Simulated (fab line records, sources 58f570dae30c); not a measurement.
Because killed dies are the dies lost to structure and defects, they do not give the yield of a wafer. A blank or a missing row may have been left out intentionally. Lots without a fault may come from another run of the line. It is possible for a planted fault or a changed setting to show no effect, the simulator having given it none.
Which of the tools did it? / flow berkeley cmos170 / Sampling: 14 lots, 42 wafers, 4 of 331 route steps

== WHAT EACH GAUGE READ, for each wafer ==
UCB170_ACTIVE_CD_MEAS_13 targets a cd of 1200 nm. Usual: 1199.8 nm for cd nm, sd 1.7.
lot=L523; measured=day 4 13:11; on=cd sem-02; cd nm (nm)=1197.0 1198.4 1199.6; flag=
lot=L524; measured=day 4 13:16; on=cd sem-01; cd nm (nm)=1200.4 1199.9 1200.5; flag=
lot=L525; measured=day 4 22:32; on=cd sem-01; cd nm (nm)=1197.1 1196.0 1197.4; flag=
lot=L528; measured=day 5 08:56; on=cd sem-01; cd nm (nm)=1200.9 1201.6 1201.6; flag=
lot=L529; measured=day 5 22:07; on=cd sem-01; cd nm (nm)=1198.0 1196.3 1196.4; flag=
lot=L530; measured=day 5 21:52; on=cd sem-02; cd nm (nm)=1199.6 1199.8 1199.7; flag=
lot=L533; measured=day 6 10:14; on=cd sem-01; cd nm (nm)=1201.0 1199.9 1202.0; flag=
lot=L532; measured=day 6 10:31; on=cd sem-02; cd nm (nm)=1201.4 1201.2 1199.6; flag=
lot=L534; measured=day 6 21:22; on=cd sem-02; cd nm (nm)=1202.2 1203.2 1202.8; flag=
lot=L535; measured=day 6 21:10; on=cd sem-01; cd nm (nm)=1200.5 1200.7 1199.8; flag=
lot=L537; measured=day 7 12:01; on=cd sem-01; cd nm (nm)=1197.5 1196.9 1197.7; flag=
lot=L538; measured=day 7 11:43; on=cd sem-01; cd nm (nm)=1197.6 1198.4 1198.4; flag=
lot=L540; measured=day 8 08:46; on=cd sem-02; cd nm (nm)=1202.6 1202.0 1202.0; flag=
lot=L545; measured=day 8 23:02; on=cd sem-02; cd nm (nm)=1201.5 1198.4 1201.3; flag=

UCB170_CONTACT_CD_MEAS_15 targets a cd of 700 nm. Usual: 700.1 nm for cd nm, sd 1.2.
lot=L523; measured=day 7 10:38; on=cd sem-01; cd nm (nm)=701.4 700.9 701.6; flag=
lot=L524; measured=day 7 10:52; on=cd sem-01; cd nm (nm)=700.1 700.8 699.4; flag=
lot=L525; measured=day 7 17:50; on=cd sem-02; cd nm (nm)=699.1 698.5 700.2; flag=
lot=L528; measured=day 8 07:02; on=cd sem-01; cd nm (nm)=698.9 699.4 698.4; flag=
lot=L529; measured=day 8 18:34; on=cd sem-01; cd nm (nm)=700.9 700.8 702.3; flag=
lot=L530; measured=day 8 16:59; on=cd sem-02; cd nm (nm)=698.3 698.9 700.0; flag=
lot=L533; measured=day 9 11:13; on=cd sem-02; cd nm (nm)=698.5 697.7 698.3; flag=
lot=L532; measured=day 9 11:01; on=cd sem-01; cd nm (nm)=698.9 700.1 699.0; flag=
lot=L534; measured=day 9 21:46; on=cd sem-01; cd nm (nm)=702.3 701.5 700.4; flag=
lot=L535; measured=day 9 22:02; on=cd sem-01; cd nm (nm)=699.7 698.6 699.3; flag=
lot=L537; measured=day 10 16:12; on=cd sem-02; cd nm (nm)=701.0 699.5 699.7; flag=
lot=L538; measured=day 10 15:38; on=cd sem-01; cd nm (nm)=700.6 699.6 700.0; flag=
lot=L540; measured=day 11 05:54; on=cd sem-01; cd nm (nm)=699.2 699.0 697.5; flag=
lot=L545; measured=day 11 15:51; on=cd sem-02; cd nm (nm)=700.2 699.9 700.8; flag=

UCB170_V1_CD_MEAS_12 targets a cd of 700 nm. Usual: 700.5 nm for cd nm, sd 1.3.
lot=L523; measured=day 7 19:04; on=cd sem-01; cd nm (nm)=700.7 702.3 702.1; flag=
lot=L524; measured=day 7 19:22; on=cd sem-01; cd nm (nm)=700.6 699.5 700.6; flag=
lot=L525; measured=day 8 02:17; on=cd sem-01; cd nm (nm)=700.8 701.0 702.3; flag=
lot=L528; measured=day 8 20:38; on=cd sem-01; cd nm (nm)=702.2 701.4 701.8; flag=
lot=L529; measured=day 9 03:33; on=cd sem-01; cd nm (nm)=698.3 699.1 697.9; flag=
lot=L530; measured=day 9 03:40; on=cd sem-02; cd nm (nm)=699.4 700.5 700.4; flag=
lot=L533; measured=day 9 23:01; on=cd sem-01; cd nm (nm)=700.1 699.5 699.7; flag=
lot=L532; measured=day 9 22:47; on=cd sem-02; cd nm (nm)=700.0 699.7 699.4; flag=
lot=L534; measured=day 10 08:37; on=cd sem-01; cd nm (nm)=699.8 701.5 700.0; flag=
lot=L535; measured=day 10 08:44; on=cd sem-02; cd nm (nm)=698.8 698.7 699.0; flag=
lot=L537; measured=day 11 01:43; on=cd sem-02; cd nm (nm)=699.2 698.7 701.4; flag=
lot=L538; measured=day 11 01:38; on=cd sem-01; cd nm (nm)=701.2 700.0 700.5; flag=
lot=L540; measured=day 11 16:07; on=cd sem-01; cd nm (nm)=701.0 700.9 702.1; flag=
lot=L545; measured=day 12 01:55; on=cd sem-01; cd nm (nm)=699.4 700.0 699.2; flag=

== WHAT TOOL EACH LOT RAN ON (gives the tool, then ch and the chambers of the sampled wafers, and finally the start) ==
lot=L523; UCB170_NWELL_ETCH_13=rie diel-01 ch 1,2,3, day 2 07:49
lot=L524; UCB170_NWELL_ETCH_13=rie diel-02 ch 0,2,3, day 2 15:55
lot=L525; UCB170_NWELL_ETCH_13=rie diel-02 ch 0,1,2, day 2 23:10
lot=L528; UCB170_NWELL_ETCH_13=rie diel-03 ch 0,3, day 3 08:34
lot=L529; UCB170_NWELL_ETCH_13=rie diel-02 ch 0,1, day 3 17:56
lot=L530; UCB170_NWELL_ETCH_13=rie diel-03 ch 0,1,3, day 3 18:03
lot=L533; UCB170_NWELL_ETCH_13=rie diel-01 ch 0,1,2, day 4 11:56
lot=L532; UCB170_NWELL_ETCH_13=rie diel-03 ch 1,3, day 4 12:20
lot=L534; UCB170_NWELL_ETCH_13=rie diel-03 ch 0,1,3, day 4 21:05
lot=L535; UCB170_NWELL_ETCH_13=rie diel-02 ch 0,1,3, day 4 21:17
lot=L537; UCB170_NWELL_ETCH_13=rie diel-01 ch 1,2,3, day 5 10:22
lot=L538; UCB170_NWELL_ETCH_13=rie diel-02 ch 0,2,3, day 5 10:29
lot=L540; UCB170_NWELL_ETCH_13=rie diel-01 ch 2,3, day 6 01:31
lot=L545; UCB170_NWELL_ETCH_13=rie diel-01 ch 1,2,3, day 6 19:28
- UCB170_NWELL_ETCH_13: etches Si3N4 in CH3F/Ar/O2, stops on SiO2, target depth 246.4 nm, time 154 s.

== WHAT THE TOOLS THEMSELVES READ (means of the sampled wafers that have a number; where no wafer has one, the mark that the record gives instead) ==
UCB170_NWELL_ETCH_13. Usual: O2_flow_sccm 7.000 sccm, standard deviation 0.018; drypump motor current A 5.5 A, standard deviation 0.34; oes product au 0.940 a.u., standard deviation 0.016; throttle valve pct 8.01 %, standard deviation 0.13.
lot=L523; tool=rie diel-01; O2_flow_sccm (sccm)=7.002; drypump motor current A (A)=5.5; oes product au (a.u.)=0.937; throttle valve pct (%)=7.99; flag=
lot=L524; tool=rie diel-02; O2_flow_sccm (sccm)=7.000; drypump motor current A (A)=5.5; oes product au (a.u.)=0.937; throttle valve pct (%)=7.98; flag=
lot=L525; tool=rie diel-02; O2_flow_sccm (sccm)=6.987; drypump motor current A (A)=5.4; oes product au (a.u.)=0.945; throttle valve pct (%)=8.00; flag=
lot=L528; tool=rie diel-03; O2_flow_sccm (sccm)=6.986; drypump motor current A (A)=5.3; oes product au (a.u.)=0.966; throttle valve pct (%)=7.98; flag=
lot=L529; tool=rie diel-02; O2_flow_sccm (sccm)=7.010; drypump motor current A (A)=5.1; oes product au (a.u.)=0.943; throttle valve pct (%)=7.95; flag=
lot=L530; tool=rie diel-03; O2_flow_sccm (sccm)=6.993; drypump motor current A (A)=5.5; oes product au (a.u.)=0.950; throttle valve pct (%)=8.05; flag=
lot=L533; tool=rie diel-01; O2_flow_sccm (sccm)=6.996; drypump motor current A (A)=5.6; oes product au (a.u.)=0.947; throttle valve pct (%)=7.93; flag=
lot=L532; tool=rie diel-03; O2_flow_sccm (sccm)=6.989; drypump motor current A (A)=5.7; oes product au (a.u.)=0.951; throttle valve pct (%)=8.12; flag=
lot=L534; tool=rie diel-03; O2_flow_sccm (sccm)=7.007; drypump motor current A (A)=5.6; oes product au (a.u.)=0.955; throttle valve pct (%)=8.06; flag=
lot=L535; tool=rie diel-02; O2_flow_sccm (sccm)=6.993; drypump motor current A (A)=5.3; oes product au (a.u.)=0.933; throttle valve pct (%)=7.96; flag=
lot=L537; tool=rie diel-01; O2_flow_sccm (sccm)=7.010; drypump motor current A (A)=5.5; oes product au (a.u.)=0.927; throttle valve pct (%)=8.00; flag=
lot=L538; tool=rie diel-02; O2_flow_sccm (sccm)=6.999; drypump motor current A (A)=5.5; oes product au (a.u.)=0.925; throttle valve pct (%)=7.97; flag=
lot=L540; tool=rie diel-01; O2_flow_sccm (sccm)=7.018; drypump motor current A (A)=5.5; oes product au (a.u.)=0.904; throttle valve pct (%)=8.07; flag=
lot=L545; tool=rie diel-01; O2_flow_sccm (sccm)=6.985; drypump motor current A (A)=5.5; oes product au (a.u.)=0.904; throttle valve pct (%)=7.99; flag=

== THE ANSWER, worked out from the rows above alone ==
Rule: take the mean of a lot's wafers that have a number; if it is more than 3 standard deviations from the usual mean, the lot is off. Also off: a lot with no number at a reading for which 4 or more lots have one. Where the step has rows for the other lots, those lots are counted as sound. Order of review: gauges by route order, followed by the tools' own readings, for which a lot's mean as printed above is used. At the first step where some lot is off, the reading lying furthest off is the one used; lots without a number count as furthest.
No lot is off on any of the readings shown, so nothing can be concluded from this.

== WHAT THE SIMULATOR PUT IN ==
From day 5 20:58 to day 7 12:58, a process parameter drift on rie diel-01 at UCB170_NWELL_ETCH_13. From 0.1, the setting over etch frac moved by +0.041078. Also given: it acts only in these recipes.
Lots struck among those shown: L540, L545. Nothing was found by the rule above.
